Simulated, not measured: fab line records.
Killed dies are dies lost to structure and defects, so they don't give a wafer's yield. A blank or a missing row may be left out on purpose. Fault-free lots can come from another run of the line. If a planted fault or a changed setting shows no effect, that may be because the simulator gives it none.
A lot that was struck, set against a sound lot	flow rit_cmos	17 steps out of a route of 202
Sound: wafers L369.2, L369.3, L369.5. Wafers struck: L375.1, L375.4, L375.5. Last of all comes the cause.
For every step that has rows: the tool of each side, followed by ch and its chambers, followed by its first start. Under that, the readings that differ: sound wafers	struck wafers	difference of the means	sigmas: that difference in standard deviations of wafers without a fault.
alike: same words and numbers on both sides, and readings whose means sit less than 2 such deviations apart. not compared: any withheld reading, any reading some wafer has no value for, any bound like >300 that may hide the same value, and any number with overlapping values for which the record gives no deviation.
A row with sigmas, a row that says differs or no value, or rows on one side alone: a step with any of these is where the two part. When numbers do not overlap yet have no deviation, they are printed without sigmas and do not part them. A reading that every wafer of one side lacks parts them only if that side has two wafers or more.

first, 1 step without rows for these wafers: RIT_ACTIVE_OXIDATION_01 (target thk 46.8 nm, ox time 3360 s).
RIT_ACTIVE_THK_MEAS_02:
  sound on film_metro-04, day 3 19:14; struck on film_metro-04, day 4 20:03
reading	sound	struck	difference	sigmas
ACTIVE_OXIDE_THK (nm)	48.3 48.3 48.3	45.7 46.7 46.1	-2.1	-2
then, 1 step without rows for these wafers: RIT_ACTIVE_CVD_03 (deposits Si3N4 from SiH2Cl2/NH3, target thk 150 nm, time 1500 s).
RIT_ACTIVE_THK_MEAS_04:
  sound on film_metro-04, day 3 21:25; struck on film_metro-04, day 4 21:32
  alike: ACTIVE_NITRIDE_THK
then, 6 steps without rows for these wafers: RIT_ACTIVE_HMDS_05 (prime time 60 s); RIT_ACTIVE_COAT_06 (resist thk 1000 nm); RIT_ACTIVE_SOFTBAKE_07 (time 60 s); RIT_ACTIVE_EXPOSE_08 (exposes mask M1, target cd 1400 nm); RIT_ACTIVE_PEB_09; RIT_ACTIVE_DEVELOP_10 (develop time 50 s).
RIT_ACTIVE_CD_MEAS_11: the cd target is 1400 nm.
  sound on cd_sem-02, day 3 22:39; struck on cd_sem-01, day 4 22:34
  alike: cd_nm
then, 1 step without rows for these wafers: RIT_ACTIVE_HARDBAKE_12 (time 60 s).
RIT_ACTIVE_ETCH_13: etches Si3N4 in SF6, stops on SiO2, time 210 s, target depth 210 nm.
  sound on rie_diel-01 ch 1,2, day 3 22:54; struck on rie_diel-04 ch 1,3, day 4 22:50
  no value came back on the struck wafers for any of 5 readings (SF6_flow_sccm (sccm), chamber_pressure_mTorr (mTorr) and others); on the sound wafers SF6_flow_sccm (sccm) reads 200.3 200.4 200.7
reading	sound	struck	difference	sigmas
model.NOVOLAK_of_ACTIVE_COAT_06.thk_nm (nm)	644.1 649.2 648.8	882.8 882.4 881.4	+234.8	
  not compared: rf_hours_counter_h
RIT_ACTIVE_STRIP_14: strips in O2, time 180 s.
  sound on plasma_asher-01 ch 0,1, day 3 23:02; struck on plasma_asher-03 ch 0,1, day 4 22:58
  alike: drypump_motor_current_A
  not compared: rf_hours_counter_h
RIT_ACTIVE_CD_MEAS_90: the cd target is 1400 nm.
  sound on cd_sem-02, day 3 23:13; struck on cd_sem-02, day 4 23:08
reading	sound	struck	difference	sigmas
cd_nm (nm)	1399.8 1401.9 1400.5	- - -	no value on the struck wafers	
then, 1 step without rows for these wafers: RIT_ACTIVE_CLEAN_15 (cleans in SC1, time 600 s).
-- the record jumps here: 3 days lie between the struck wafers' starts before and after (it left off in module ACTIVE and takes up again in module M1, whose first step shown is number 202 of the route) --
RIT_M1_PROBE_99:
  sound on prober-02, day 5 19:09; struck on prober-01, day 7 15:20
reading	sound	struck	difference	sigmas
killed_at_front_end	10 13 5	264 264 264	+255	+82
killed_dies	10 13 5	264 264 264	+255	+82
killed_on_rim	0 2 2	70 70 70	+69	+53
  alike: killed_at_contacts, killed_open, killed_short

WHERE THEY PART
At RIT_ACTIVE_THK_MEAS_02 first; at RIT_M1_PROBE_99 last (within this record only).

WHY: what the simulator had put in
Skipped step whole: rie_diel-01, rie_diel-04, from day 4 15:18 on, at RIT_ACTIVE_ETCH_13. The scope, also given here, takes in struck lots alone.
